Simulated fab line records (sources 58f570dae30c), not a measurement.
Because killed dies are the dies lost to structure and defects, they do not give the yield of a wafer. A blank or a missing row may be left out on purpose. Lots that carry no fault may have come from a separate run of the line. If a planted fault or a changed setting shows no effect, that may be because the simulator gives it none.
Comparing a struck lot with a sound one ; flow berkeleyCmos170 ; 14 out of 331 route steps
Sound: the wafers L230.1, L230.3, L230.6. Wafers L232.2, L232.3, L232.5 were the ones struck. The cause is given at the end.
At each step with rows: each side's tool, then ch and its chambers, then its first start. Under that, the readings that differ: sound wafers ; struck wafers ; difference of the means ; sigmas: that difference in standard deviations of wafers without a fault.
alike: a reading whose means differ by less than 2 such deviations, as well as words and numbers matching on both sides. not compared: withheld readings; readings where some wafer has no value; bounds like >300 that might hide an equal value; numbers whose values overlap and for which the record gives no deviation.
A row with sigmas, a row that says differs or no value, or rows on one side alone: a step with any of these is where the two part. Non-overlapping numbers with no deviation appear without sigmas and do not part them. A reading that every wafer of one side lacks parts them only if that side has two wafers or more.

first, 3 steps without rows for these wafers: UCB170_PWELL_CLEAN_00 (cleans in SPM, time 600 s); UCB170_PWELL_CLEAN_01 (cleans in dHF, time 60 s); UCB170_PWELL_OXIDATION_02 (target thk 26.4 nm, ox time 1281 s).
UCB170_PWELL_THK_MEAS_03:
  sound on filmMetro-03, day 6 02:15; struck on filmMetro-01, day 6 16:42
  alike: PWELL_OXIDE_THK
then, 2 steps without rows for these wafers: UCB170_PWELL_ANNEAL_04 (time 900 s); UCB170_PWELL_CVD_05 (deposits Si3N4 from SiH2Cl2/NH3, target thk 220 nm, time 3300 s).
UCB170_PWELL_THK_MEAS_06:
  sound on filmMetro-03, day 6 10:12; struck on filmMetro-04, day 7 00:12
  alike: PWELL_NITRIDE_THK
then, 5 steps without rows for these wafers: UCB170_PWELL_HMDS_07 (prime time 60 s); UCB170_PWELL_COAT_08 (resist thk 900 nm); UCB170_PWELL_SOFTBAKE_09 (time 60 s); UCB170_PWELL_EXPOSE_10 (exposes mask PWELL, target cd 3000 nm); UCB170_PWELL_PEB_11.
UCB170_PWELL_DEVELOP_12: develop time 45 s.
  struck on lithoTrack-03, day 7 01:00; sound on lithoTrack-03 ch 0, day 6 12:00
  no value came back on the struck wafers for chillPlateTempC (C), developTimeS (s); on the sound wafers chillPlateTempC (C) reads 23.10 23.22 23.14
reading;sound;struck;difference;sigmas
model.KrF_of_PWELL_COAT_08.thkNm (nm);886.6 886.9 887.8;899.3 899.8 898.6;+12.1;
UCB170_PWELL_OVL_MEAS_13:
  sound on overlay-01, day 6 12:08; struck on overlay-02, day 7 01:22
reading;sound;struck;difference;sigmas
PWELL_OVL (nm);4 5 5;- - -;no value on the struck wafers;

WHERE THEY PART
First at UCB170_PWELL_DEVELOP_12; last, within this record, at UCB170_PWELL_OVL_MEAS_13.

WHY: whatever the simulator had introduced
Whole step skipped at UCB170_PWELL_DEVELOP_12 on lithoTrack-03, starting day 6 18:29. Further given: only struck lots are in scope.
